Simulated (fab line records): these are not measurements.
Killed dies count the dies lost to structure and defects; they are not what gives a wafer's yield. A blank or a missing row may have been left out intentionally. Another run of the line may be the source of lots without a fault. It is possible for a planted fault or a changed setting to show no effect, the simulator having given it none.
2 desks, one fault	flow berkeley_cmos170	each desk holds nothing but its own numbers, with what lay behind them at the end

== DESK OF THE TOOL OWNER: furnace-01 ==
The tool's own readings at UCB170_WELLDRIVE_OXIDATION_01 (target thk 199 nm, ox time 9000 s): means of the sampled wafers that have a number, for each lot that ran on this tool. If a lot's mean is further than 4 standard deviations from the usual mean, the lot is out of limits and carries the mark OUT (the distance appears in the brackets).
Columns: A = spike_tc_centre_C at UCB170_WELLDRIVE_OXIDATION_01, usual 1101.2 C; B = spike_tc_load_C at UCB170_WELLDRIVE_OXIDATION_01, usual 1129 C; C = spike_tc_source_C at UCB170_WELLDRIVE_OXIDATION_01, usual 1127.5 C; D = tube_center_temp_C at UCB170_WELLDRIVE_OXIDATION_01, usual 1100 C; E = tube_center_temp_C_max at UCB170_WELLDRIVE_OXIDATION_01, usual 1102.9
lot	first seen here	A	B	C	D	E
L767	day 4 06:55	1101.3	1124	1125.3	1100	1102.6
L768	day 4 06:55	1100.8	1124	1126.2	1100	1102.8
L771	day 5 03:40	1101.0	1126	1125.3	1100	1102.8
L776	day 6 04:43	1121.2 (+15) OUT	1145	1146.2 (+9.3) OUT	1120 (+99 or more) OUT	1123.2 (+43) OUT
L777	day 6 04:43	1120.3 (+15) OUT	1144	1146.6 (+9.6) OUT	1120 (+99 or more) OUT	1122.8 (+42) OUT
L778	day 6 04:43	1120.3 (+15) OUT	1145	1145.5 (+9.0) OUT	1120 (+99 or more) OUT	1122.9 (+43) OUT
This desk's verdict: out of limits on L776, L777, L778, starting with L776 at day 6 04:43 (spike_tc_centre_C at UCB170_WELLDRIVE_OXIDATION_01). L767, L768, L771: within limits.

== AT THE METROLOGY DESK ==
Means of the sampled wafers that have a number, per lot and without regard to the tool the lot ran on: this is what the gauges read. If a lot's mean is further than 4 standard deviations from the usual mean, the lot is out of limits and carries the mark OUT (the distance appears in the brackets).
Columns: A = NWELL_OXIDE_THK at UCB170_NWELL_THK_MEAS_02, usual 26.6 nm; B = PWELL_OXIDE_THK at UCB170_PWELL_THK_MEAS_03, usual 26.7 nm; C = WELLDRIVE_OXIDE_THK at UCB170_WELLDRIVE_THK_MEAS_02, usual 200 nm
lot	first seen here	A	B	C
L766	day 2 00:32	26.3	27.0	199
L767	day 2 11:53	26.9	27.1	199
L768	day 2 11:53	26.4	26.1	202
L770	day 2 23:55	27.6	27.4	195
L771	day 3 05:17	26.7	26.8	203
L776	day 4 13:01	26.2	26.4	227 (+7.0) OUT
L777	day 4 13:01	26.1	26.4	226 (+6.7) OUT
L778	day 4 17:51	27.3	26.4	220 (+5.2) OUT
L780	day 5 04:19	26.4	26.5	200
L781	day 5 04:19	26.4	26.4	194
L785	day 6 05:31	26.8	26.5	193
L786	day 6 10:53	27.4	26.6	198
L787	day 6 19:43	26.3	26.4	199
L788	day 6 19:43	25.9	27.1	195
L789	day 6 19:43	26.2	26.7	202
Finding of this desk: L776, L777, L778 out of limits, first seen on L777 at day 6 08:13 (WELLDRIVE_OXIDE_THK at UCB170_WELLDRIVE_THK_MEAS_02). L766, L767, L768, L770, L771, L780, L781, L785, L786, L787, L788, L789: within limits.

== TAKEN TOGETHER ==
The tool owner's desk had the chance to raise an alarm at day 6 04:43 on L776, L777, L778.
The metrology desk could have raised an alarm at day 6 08:13, on L776, L777, L778.
On furnace-01, each named lot ran UCB170_WELLDRIVE_OXIDATION_01.

== WHAT THE SIMULATOR PUT IN ==
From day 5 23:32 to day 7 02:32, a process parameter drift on furnace-01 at UCB170_WELLDRIVE_OXIDATION_01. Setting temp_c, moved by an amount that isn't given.
Lots struck among those shown: L776, L777, L778.
Fault start to first reading out of limits, in hours, per desk: tool owner, 5; metrology, 9.
